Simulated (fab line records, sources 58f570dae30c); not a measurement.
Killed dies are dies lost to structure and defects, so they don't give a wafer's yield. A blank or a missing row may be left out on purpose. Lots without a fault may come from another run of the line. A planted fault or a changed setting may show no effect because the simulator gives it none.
fab line records | flow berkeley_cmos170
record lots=14 wafers=42 last_day=14
route steps=331 shown M1@248 V1@255
lots that met no fault: from a run of the same line without faults
start_h: hours from the record's first day to the start of the lot's first wafer shown | wait_h: hours since the lot's step before | " the same as in the row above | L1.1+2: a row that stands for several wafers | - no value, or no start given | * or withheld: withheld | < > ~ a bound
route shown NAME@n: a module of which the file shows steps, and the number in the route of the first | usual: mean/standard deviation of fault-free wafers | same: alike in all rows | chamber/n: place in a boat | sites: the reading at each site | _std_site: their standard deviation | _edge_site: outer sites' mean less inner sites' | radius_mm: how far each site lies from the wafer's centre | mask NAME#n: copy n | behind: the tool/chamber that last shaped the wafer | hold: why the lot was held/for how many hours/how that ended | device: the transistor (n, p or np) that didn't switch | end of line: the same wafers' tests at the end of the route | a step without rows: its recipe alone | killed: dies lost to structure and defects at the first sort, not the wafer's yield | map: a wafer's dies, x killed, . not, _ none there
set.NAME: the setting as run; set.NAME@STEP: as run at that earlier step | model.NAME: the simulator's own value behind a step, which no gauge read
steps of the route over a sample of lots; a table a step, a row a wafer
services: from which hour (start_h, from the record's first day; less than 0 if before it) a tool's chamber was out of use, for how many hours, and why
## steps
# step UCB170_M1_OVL_MEAS_10
# usual M1_OVL=1/5
# columns lot.wafer tool chamber start_h wait_h M1_OVL[nm]
L334.1 overlay-01 - 169.32 0.1 -4
L334.3 " - " " -4
L334.5 " - " " -4
L335.2 overlay-02 - 184.34 0.1 -7
L335.3 " - " " -5
L335.5 " - " " -11
L336.1 overlay-01 - 184.45 0.1 8
L336.2 " - " " 2
L336.4 " - " " -4
L337.1 overlay-01 - 197.08 0.1 -9
L337.2 " - " " -7
L337.4 " - " " -6
L340.1 overlay-02 - 201.67 0.1 -7
L340.2 " - " " -3
L340.6 " - " " 1
L338.1 overlay-01 - 203.82 0.1 1
L338.2 " - " " -8
L338.5 " - " " -1
L341.2 overlay-01 - 212.13 0.1 3
L341.3 " - " " 4
L341.6 " - " " -1
L343.2 overlay-02 - 227.73 0.1 -4
L343.4 " - " " -7
L343.5 " - " " -2
L344.1 overlay-02 - 236.28 0.1 -1
L344.4 " - " " -2
L344.5 " - " " -10
L350.4 overlay-01 - 272.48 0.1 -1
L350.5 " - " " 1
L350.6 " - " " 7
L351.1 overlay-02 - 277.85 0.1 0
L351.5 " - " " -3
L351.6 " - " " 2
L354.1 overlay-01 - 294.52 0.1 2
L354.3 " - " " 1
L354.4 " - " " 5
L355.3 overlay-01 - 294.69 0.1 6
L355.5 " - " " 2
L355.6 " - " " 1
L357.2 overlay-01 - 311.17 0.1 -2
L357.4 " - " " 0
L357.6 " - " " 8
# step UCB170_M1_STRIP_13
# recipe chemistry=O2 power_w=400 pressure_mtorr=3500 platen_temp_c=withheld o2_flow_sccm=400 overash_fraction=0.5
# usual drypump_motor_current_A=5.6/0.52 oes_product_au=0.720/0.0047
# columns lot.wafer tool chamber start_h wait_h drypump_motor_current_A oes_product_au rf_hours_counter_h
L334.1 plasma_asher-02 0 169.54 0.1 5.3 0.718 37
L334.3 " 1 " " 5.2 0.724 -
L334.5 " 0 " " 5.3 0.727 -
L335.2 plasma_asher-03 0 184.55 0.1 6.5 0.719 49
L335.3 " 1 " " 5.3 0.729 -
L335.5 " 0 " " 6.4 0.719 -
L336.1 plasma_asher-02 1 184.66 0.1 5.2 0.715 40
L336.2 " 0 " " 5.3 0.723 40
L336.4 " 0 " " 5.3 0.721 -
L337.1 plasma_asher-02 0 197.29 0.1 5.3 0.729 42
L337.2 " 1 " " 5.2 0.717 42
L337.4 " 0 " " 5.3 0.720 -
L340.1 plasma_asher-03 1 201.88 0.1 5.3 0.722 51
L340.2 " 0 " " 6.5 0.723 51
L340.6 " 1 " " 5.3 0.723 -
L338.1 plasma_asher-02 0 204.03 0.1 5.3 0.728 42
L338.2 " 1 " " 5.2 0.729 42
L338.5 " 0 " " 5.3 0.711 -
L341.2 plasma_asher-03 1 212.34 0.1 5.3 0.718 53
L341.3 " 1 " " 5.4 0.722 -
L341.6 " 0 " " 6.5 0.718 -
L343.2 plasma_asher-02 1 227.93 0.1 5.2 0.713 46
L343.4 " 1 " " 5.2 0.719 -
L343.5 " 0 " " 5.3 0.723 -
L344.1 plasma_asher-03 0 236.52 0.1 6.5 0.718 55
L344.4 " 1 " " 5.3 0.720 -
L344.5 " 1 " " 5.3 0.732 -
L350.4 plasma_asher-02 0 272.71 0.1 5.3 0.724 -
L350.5 " 1 " " 5.2 0.713 -
L350.6 " 0 " " 5.3 0.720 -
L351.1 plasma_asher-03 1 278.07 0.1 5.3 0.719 61
L351.5 " 0 " " 6.5 0.720 -
L351.6 " 1 " " 5.3 0.719 -
L354.1 plasma_asher-03 0 294.73 0.1 6.5 0.722 63
L354.3 " 1 " " 5.3 0.707 -
L354.4 " 0 " " 6.5 0.723 -
L355.3 plasma_asher-04 0 294.98 0.1 5.4 0.723 -
L355.5 " 1 " " 6.3 0.720 -
L355.6 " 0 " " 5.4 0.724 -
L357.2 plasma_asher-03 1 311.38 0.1 5.3 0.720 66
L357.4 " 1 " " 5.3 0.715 -
L357.6 " 0 " " 6.5 0.719 -
# step UCB170_V1_THK_MEAS_01
# recipe reads=SiO2_of_V1_CVD_00
# usual V1_TEOS_THK=2003/24
# columns lot.wafer tool chamber start_h wait_h V1_TEOS_THK[nm]
L334.1 film_metro-02 - 171.66 0.1 1996
L334.3 " - " " 1978
L334.5 " - " " 2000
L335.2 film_metro-03 - 186.27 0.1 2034
L335.3 " - " " 2015
L335.5 " - " " 2072
L336.1 film_metro-01 - 187.59 0.1 1976
L336.2 " - " " 1976
L336.4 " - " " 2009
L337.1 film_metro-03 - 199.00 0.1 1987
L337.2 " - " " 2007
L337.4 " - " " 2029
L340.1 film_metro-02 - 204.65 0.1 1981
L340.2 " - " " 1994
L340.6 " - " " 2019
L338.1 film_metro-03 - 205.98 0.1 1976
L338.2 " - " " 1991
L338.5 " - " " 2028
L341.2 film_metro-02 - 214.06 0.1 1971
L341.3 " - " " 1979
L341.6 " - " " 1994
L343.2 film_metro-01 - 229.65 0.1 1989
L343.4 " - " " 2022
L343.5 " - " " 2010
L344.1 film_metro-03 - 238.52 0.1 2010
L344.4 " - " " 2010
L344.5 " - " " 1993
L350.4 film_metro-03 - 275.35 0.0 1999
L350.5 " - " " 2013
L350.6 " - " " 1994
L351.1 film_metro-01 - 280.88 0.1 1976
L351.5 " - " " 2008
L351.6 " - " " 2002
L354.1 film_metro-02 - 297.45 0.1 2023
L354.3 " - " " 2014
L354.4 " - " " 2015
L355.3 film_metro-01 - 297.55 0.1 2002
L355.5 " - " " 2028
L355.6 " - " " 2040
L357.2 film_metro-03 - 313.10 0.1 1985
L357.4 " - " " 2037
L357.6 " - " " 2043
# step UCB170_V1_ETCH_14
# recipe chemistry=CHF3/CF4/Ar target=SiO2 stop_on=Al CHF3_flow_sccm=45 cf4_flow_sccm=15 Ar_flow_sccm=150 pressure_mtorr=200 rf_w=700 target_depth_a=12500 over_etch_frac=0.25 time_s=291
# usual drypump_motor_current_A=5.93/0.26 oes_product_au=0.874/0.0092 rf_fwd_power_W=698.3/2 run_length_s=319.7/0.44 throttle_valve_pct=6.94/0.12
# columns lot.wafer tool chamber start_h wait_h drypump_motor_current_A oes_product_au rf_fwd_power_W rf_hours_counter_h run_length_s throttle_valve_pct
L334.1 rie_diel-04 0 174.68 0.0 6.19 0.875 701.9 0 319.9 6.75
L334.3 " 2 " " 6.19 0.863 696.4 114 320.2 6.97
L334.5 " 3 " " 5.97 0.868 700.3 - 319.9 7.15
L335.2 rie_diel-01 1 189.27 0.0 5.49 0.854 698.1 131 319.8 7.11
L335.3 " 3 " " 5.69 0.876 701.5 109 318.9 6.93
L335.5 " 3 " " 5.71 0.884 699.4 - 319.1 6.94
L336.1 rie_diel-03 2 189.58 0.0 5.85 0.872 700.7 83 318.9 6.96
L336.2 " 1 " " 6.64 0.878 700.3 124 319.6 6.83
L336.4 " 0 " " 5.93 0.895 700.7 142 319.5 7.09
L337.1 rie_diel-01 3 200.79 0.0 5.67 0.884 698.9 110 318.9 6.93
L337.2 " 1 " " 5.50 0.864 698.6 131 319.3 7.11
L337.4 " 1 " " 5.50 0.859 698.9 - 319.7 7.12
L340.1 rie_diel-01 2 207.02 0.0 6.04 0.870 699.1 59 319.4 7.00
L340.2 " 3 " " 5.69 0.880 695.5 110 318.9 6.94
L340.6 " 2 " " 6.08 0.869 703.6 - 319.3 7.00
L338.1 rie_diel-03 1 207.80 0.0 6.63 0.872 697.8 125 319.7 6.81
L338.2 " 3 " " 5.91 0.880 699.9 83 319.7 6.96
L338.5 " 3 " " 5.91 0.878 699.3 - 319.8 6.96
L341.2 rie_diel-01 0 215.89 0.0 5.85 0.872 698.0 0 320.1 6.81
L341.3 " 3 " " 5.72 0.885 696.4 110 319.0 6.93
L341.6 " 0 " " 5.85 0.865 700.0 - 319.9 6.81
L343.2 rie_diel-01 0 231.42 0.0 5.85 0.866 699.5 1 320.3 6.78
L343.4 " 2 " " 6.06 0.876 699.0 60 319.6 7.03
L343.5 " 1 " " 5.49 0.864 695.7 - 319.8 7.12
L344.1 rie_diel-01 2 241.14 0.0 6.07 0.875 702.2 60 319.6 7.00
L344.4 " 0 " " 5.84 0.865 694.9 1 320.2 6.81
L344.5 " 0 " " 5.84 0.876 697.7 - 320.3 6.80
L350.4 rie_diel-04 2 277.32 0.0 6.21 0.870 698.5 119 320.1 6.98
L350.5 " 0 " " 6.16 0.885 696.0 - 319.9 6.77
L350.6 " 1 " " 5.75 0.887 696.8 - 320.2 6.82
L351.1 rie_diel-04 2 283.24 0.0 6.22 0.855 697.4 119 319.6 6.96
L351.5 " 3 " " 5.96 0.876 696.4 - 320.2 7.14
L351.6 " 0 " " 6.15 1.014 - - 265.9 6.75
L354.1 rie_diel-01 2 300.38 0.0 6.08 0.879 700.0 62 319.5 7.01
L354.3 " 3 " " 5.73 0.880 694.2 114 319.2 6.95
L354.4 " 1 " " 5.49 0.874 698.5 1 319.3 7.12
L355.3 rie_diel-04 2 300.66 0.0 6.18 0.861 697.8 120 319.6 6.97
L355.5 " 0 " " 6.13 1.003 - - 266.2 6.76
L355.6 " 3 " " 5.96 0.875 698.1 - 320.0 7.13
L357.2 rie_diel-01 0 314.94 0.0 5.87 0.862 697.4 4 320.2 6.81
L357.4 " 1 " " 5.48 0.888 699.0 1 319.6 7.12
L357.6 " 1 " " 5.49 0.880 698.5 - 319.5 7.11
# step UCB170_V1_STRIP_15
# recipe chemistry=O2 power_w=400 pressure_mtorr=3500 platen_temp_c=withheld o2_flow_sccm=400 overash_fraction=0.5
# usual drypump_motor_current_A=5.4/0.34 oes_product_au=0.722/0.0046 strip_time_to_endpoint_s=15.30/0.1
# columns lot.wafer tool chamber start_h wait_h drypump_motor_current_A oes_product_au rf_hours_counter_h strip_time_to_endpoint_s
L334.1 plasma_asher-01 1 174.86 0.1 5.7 0.726 6 15.43
L334.3 " 0 " " 5.1 0.731 - 15.33
L334.5 " 1 " " 5.7 0.725 - 15.39
L335.2 plasma_asher-02 1 189.45 0.1 5.2 0.724 40 15.31
L335.3 " 1 " " 5.2 0.723 - 15.21
L335.5 " 1 " " 5.2 0.717 - 15.25
L336.1 plasma_asher-02 0 189.76 0.1 5.3 0.729 40 15.51
L336.2 " 1 " " 5.2 0.724 40 15.36
L336.4 " 0 " " 5.3 0.722 - 15.32
L337.1 plasma_asher-02 1 200.97 0.1 5.2 0.726 42 15.22
L337.2 " 0 " " 5.4 0.720 42 15.35
L337.4 " 1 " " 5.2 0.719 - 15.41
L340.1 plasma_asher-01 0 207.20 0.1 5.2 0.726 11 15.34
L340.2 " 1 " " 5.7 0.724 11 15.42
L340.6 " 0 " " 5.2 0.722 - 15.29
L338.1 plasma_asher-02 0 207.98 0.1 5.3 0.729 43 15.33
L338.2 " 1 " " 5.2 0.726 43 15.25
L338.5 " 0 " " 5.3 0.718 - 15.26
L341.2 plasma_asher-01 0 216.07 0.1 5.2 0.721 11 15.54
L341.3 " 0 " " 5.2 0.716 - 15.26
L341.6 " 0 " " 5.2 0.721 - 15.42
L343.2 plasma_asher-01 0 231.60 0.1 5.1 0.729 13 15.31
L343.4 " 1 " " 5.6 0.725 - 15.25
L343.5 " 0 " " 5.1 0.716 - 15.22
L344.1 plasma_asher-02 0 241.32 0.1 5.3 0.725 47 15.31
L344.4 " 0 " " 5.3 0.722 - 15.50
L344.5 " 0 " " 5.3 0.726 - 15.46
L350.4 plasma_asher-04 1 277.53 0.1 6.3 0.726 - 15.22
L350.5 " 0 " " 5.4 0.711 - 15.21
L350.6 " 1 " " 6.3 0.728 - 15.16
L351.1 plasma_asher-01 1 283.41 0.1 5.7 0.726 19 15.20
L351.5 " 1 " " 5.7 0.724 - 15.24
L351.6 " 0 " " 5.2 0.719 - 16.37
L354.1 plasma_asher-01 1 300.56 0.1 5.7 0.719 21 15.30
L354.3 " 0 " " 5.2 0.723 - 15.31
L354.4 " 1 " " 5.7 0.719 - 15.36
L355.3 plasma_asher-01 0 300.87 0.1 5.1 0.723 - 15.26
L355.5 " 0 " " 5.2 0.721 - 16.45
L355.6 " 1 " " 5.7 0.718 - 15.23
L357.2 plasma_asher-04 1 315.12 0.1 6.3 0.724 47 15.36
L357.4 " 1 " " 6.3 0.725 - 15.15
L357.6 " 0 " " 5.4 0.724 - 15.14
## services
# columns tool chamber start_h hours kind
rie_diel-03 0 146.21 23.2 repair
rie_diel-04 0 151.99 - clean
rie_diel-04 0 151.99 22.6 scheduled_down
rie_diel-04 0 151.99 22.6 vent_cycle
rie_diel-04 - 159.36 14.6 pm
plasma_asher-04 - 159.85 109.0 repair
rie_diel-03 2 160.01 15.2 repair
plasma_asher-03 - 177.36 1.8 repair
rie_diel-01 2 178.86 4.2 repair
rie_diel-01 0 191.79 - clean
rie_diel-01 0 191.79 19.4 scheduled_down
rie_diel-01 0 191.79 19.4 vent_cycle
rie_diel-03 0 198.94 6.6 repair
rie_diel-04 0 215.87 8.9 repair
rie_diel-03 - 224.90 4.3 pm
rie_diel-03 2 230.11 20.8 repair
rie_diel-01 1 250.82 - clean
rie_diel-01 1 250.82 15.4 scheduled_down
rie_diel-01 1 250.82 15.4 vent_cycle
plasma_asher-04 - 257.16 0.5 repair
plasma_asher-03 - 258.62 0.9 repair
rie_diel-04 1 288.41 4.1 repair
rie_diel-01 2 308.24 4.3 repair
rie_diel-04 3 311.85 6.4 repair
## key
first_sign step=UCB170_V1_ETCH_14 reading=run_length_s direction=down sigmas=99+ usual=* struck=*
effect step=UCB170_V1_ETCH_14 reading=oes_product_au direction=up sigmas=15 usual=0.874 struck=1.009
effect step=UCB170_V1_STRIP_15 reading=strip_time_to_endpoint_s direction=up sigmas=11 usual=* struck=*
met_at UCB170_V1_ETCH_14
struck_lots L351,L355
struck_wafers L351.6,L355.5
sort_left_out L351.6,L355.5
not_acting_at UCB170_M1_OVL_MEAS_10,UCB170_M1_STRIP_13,UCB170_V1_THK_MEAS_01
onset_between 277.32 283.24
fault kind=process_parameter_drift tool=rie_diel-04 chamber=0 onset_h=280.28 steps=UCB170_V1_ETCH_14 channel=time_s offset=* shape=step end_h=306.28 acts_in=* stated=*
# sort_left_out: the simulated sort isn't trusted on such a fault, so these wafers' sort isn't shown, and their yield isn't known
